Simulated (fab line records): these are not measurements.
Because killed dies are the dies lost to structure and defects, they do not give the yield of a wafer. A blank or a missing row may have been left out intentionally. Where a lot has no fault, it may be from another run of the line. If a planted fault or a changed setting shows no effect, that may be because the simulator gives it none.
Problem report in the 8D (eight disciplines) form, filled by code | flow berkeley_cmos170 | the parts of the form that need people (team, actions taken, sign-off) are left out

1. PROBLEM STATEMENT
At UCB170_PLDD_IMPLANT_08, beam_energy_keV averages 9.665 over 6 wafers from 2 lots, while fault-free wafers read 10.000, standard deviation 0.0031. That is -99 or more standard deviations from the usual mean.
The first sign was on wafer L617.4 at day 10 12:38, on implanter-02. The record holds 42 wafers of 14 lots with a number at this step. By rule, "out" or "out of limits" means more than 4 standard deviations away from the usual mean. Any other wafer with a number is counted as sound.

2. WHAT THIS IS AND IS NOT
question                    | is                     | is not
which readings at this step | beam_energy_keV        | -
which lots                  | L617, L619             | L601, L602, L603, L606, L607, L608, L609, L610, L613, L614, L620, L624
which wafers of those lots  | all that have a number | -
read on which tools         | implanter-02           | implanter-01, implanter-03
when                        | from day 10 12:38      | up to then (30 sound wafers); but 6 sound wafers of L620, L624 came after

3. THE SUSPECTS, EACH WITH WHAT RULES IT OUT
Counting: a tool stays on the suspect list if, at a process step up to the reading, it processed all lots that are out and no sound lot following the first of them.
- implanter-02 at UCB170_PLDD_IMPLANT_08: kept. It processed each lot that is out, first L617 at day 10 12:38, and no sound lot thereafter; up to then, the last sound lot it processed was L613 at day 10 01:47. Out on those wafers are its own readings of beam_energy_keV.
After counting, what remains is implanter-02 at UCB170_PLDD_IMPLANT_08.

4. THE CAUSE (what the simulator had put in)
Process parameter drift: implanter-02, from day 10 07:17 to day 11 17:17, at UCB170_PLDD_IMPLANT_08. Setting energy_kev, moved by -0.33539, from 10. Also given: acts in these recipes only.
Only this tool survived the counting.

5. THE CHAIN OF EFFECTS, in route order
Each row: a reading where the mean over the struck wafers with a number is more than 3 standard deviations away from the usual. Only readings whose record carries a usual standard deviation are examined. hours: median over the lots of the time between each lot's start at the first step of this table that gives one and its start at this step. sigmas: the change, counted in usual standard deviations.
hours | step                   | reading         | usual  | on struck wafers | change | sigmas
0     | UCB170_PLDD_IMPLANT_08 | beam_energy_keV | 10.000 | 9.665            | -0.335 | -99 or more
Its process steps:
- UCB170_PLDD_IMPLANT_08

6. HOW IT WOULD HAVE BEEN CAUGHT EARLIER
5 hours passed between the start of the fault at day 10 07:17 and the first reading out of limits in this record, taken at day 10 12:38.
